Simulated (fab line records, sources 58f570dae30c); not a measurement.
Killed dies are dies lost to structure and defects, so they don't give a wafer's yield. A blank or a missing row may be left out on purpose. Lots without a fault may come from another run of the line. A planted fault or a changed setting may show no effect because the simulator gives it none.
Tool commonality check | flow berkeley_cmos170 | 15 lots, 45 wafers sampled

WHY IT WAS OPENED
At UCB170_PVT_TW_MEAS_09 the reading PVT_TW is flagged on 3 of 15 lots. Wafers without a fault read 509, standard deviation 3.5.
Rule: a lot is flagged when every wafer of it that has a number lies more than 4 standard deviations from that mean, or none has a number. The other lots count as sound.

lot  | measured     | on            | PVT_TW, wafer by wafer | flag
L673 | day 6 11:52  | film_metro-03 | 511 511 513            |
L674 | day 6 23:40  | film_metro-01 | 508 508 509            |
L675 | day 6 23:57  | film_metro-03 | 507 512 509            |
L676 | day 7 11:00  | film_metro-03 | 513 510 510            |
L682 | day 8 14:52  | film_metro-03 | 30 30 30               | FLAGGED
L683 | day 8 14:59  | film_metro-04 | 30 30 30               | FLAGGED
L685 | day 9 07:58  | film_metro-01 | 30 30 30               | FLAGGED
L686 | day 9 21:51  | film_metro-03 | 506 507 506            |
L691 | day 10 19:40 | film_metro-01 | 514 513 513            |
L690 | day 10 20:01 | film_metro-04 | 504 507 507            |
L688 | day 10 20:13 | film_metro-03 | 510 510 511            |
L692 | day 11 05:53 | film_metro-01 | 514 517 515            |
L693 | day 11 06:11 | film_metro-04 | 507 509 508            |
L695 | day 12 01:05 | film_metro-03 | 510 508 507            |
L696 | day 12 04:42 | film_metro-04 | 508 505 503            |
The numbers of the flagged lots are 30 on average: -479 against the usual, or -99 or more standard deviations.

WHICH TOOL RAN EACH LOT
The record holds 2 process steps before the reading, out of a route of 331 steps. In each cell: the tool, then ch and the chambers that the sampled wafers went through, then the start.
lot  | flag    | UCB170_NVT_STRIP_08                  | UCB170_PVT_STRIP_08
L673 |         | plasma_asher-01 ch 0,1, day 6 10:25  | plasma_asher-01 ch 0,1, day 6 11:46
L674 |         | plasma_asher-03 ch 0,1, day 6 21:23  | plasma_asher-04 ch 0,1, day 6 23:34
L675 |         | plasma_asher-04 ch 0,1, day 6 21:50  | plasma_asher-01 ch 0,1, day 6 23:50
L676 |         | plasma_asher-01 ch 0,1, day 7 08:17  | plasma_asher-01 ch 0,1, day 7 10:53
L682 | FLAGGED | plasma_asher-01 ch 0,1, day 8 12:32  | plasma_asher-01 ch 0,1, day 8 14:46
L683 | FLAGGED | plasma_asher-03 ch 0,1, day 8 12:17  | plasma_asher-02 ch 0,1, day 8 14:53
L685 | FLAGGED | plasma_asher-03 ch 0,1, day 9 06:23  | plasma_asher-01 ch 0,1, day 9 07:52
L686 |         | plasma_asher-04 ch 0,1, day 9 20:05  | plasma_asher-04 ch 0,1, day 9 21:45
L691 |         | plasma_asher-03 ch 0,1, day 10 16:19 | plasma_asher-02 ch 0,1, day 10 19:33
L690 |         | plasma_asher-03 ch 0,1, day 10 16:52 | plasma_asher-02 ch 0,1, day 10 19:55
L688 |         | plasma_asher-03 ch 0,1, day 10 16:26 | plasma_asher-04 ch 0,1, day 10 20:06
L692 |         | plasma_asher-01 ch 1, day 11 04:17   | plasma_asher-01 ch 0,1, day 11 05:46
L693 |         | plasma_asher-03 ch 0,1, day 11 04:31 | plasma_asher-02 ch 0,1, day 11 06:05
L695 |         | plasma_asher-01 ch 0,1, day 11 18:32 | plasma_asher-01 ch 0,1, day 12 01:00
L696 |         | plasma_asher-03 ch 0,1, day 12 01:29 | plasma_asher-02 ch 0,1, day 12 04:36
What these steps do:
- UCB170_NVT_STRIP_08: strips in O2.
- UCB170_PVT_STRIP_08: strips in O2.
- UCB170_PVT_TW_MEAS_09

FLAGGED OVER TOTAL, TOOL BY TOOL (the gauges that took the reading come last)
step                  | tool            | lots run | flagged | share of the flagged lots | sound lots run after its first flagged lot
UCB170_NVT_STRIP_08   | plasma_asher-01 | 5        | 1       | some                      | 2 (L692,L695)
UCB170_NVT_STRIP_08   | plasma_asher-03 | 8        | 2       | some                      | 5 (L691,L688,L690,L693,L696)
UCB170_NVT_STRIP_08   | plasma_asher-04 | 2        | 0       | none                      | -
UCB170_PVT_STRIP_08   | plasma_asher-01 | 7        | 2       | some                      | 2 (L692,L695)
UCB170_PVT_STRIP_08   | plasma_asher-02 | 5        | 1       | some                      | 4 (L691,L690,L693,L696)
UCB170_PVT_STRIP_08   | plasma_asher-04 | 3        | 0       | none                      | -
UCB170_PVT_TW_MEAS_09 | film_metro-01   | 4        | 1       | some                      | 2 (L691,L692)
UCB170_PVT_TW_MEAS_09 | film_metro-03   | 7        | 1       | some                      | 3 (L686,L688,L695)
UCB170_PVT_TW_MEAS_09 | film_metro-04   | 4        | 1       | some                      | 3 (L690,L693,L696)

WHAT THE TABLE ALLOWS
No row of the table ran every flagged lot.

WHAT THE SIMULATOR HAD PUT IN
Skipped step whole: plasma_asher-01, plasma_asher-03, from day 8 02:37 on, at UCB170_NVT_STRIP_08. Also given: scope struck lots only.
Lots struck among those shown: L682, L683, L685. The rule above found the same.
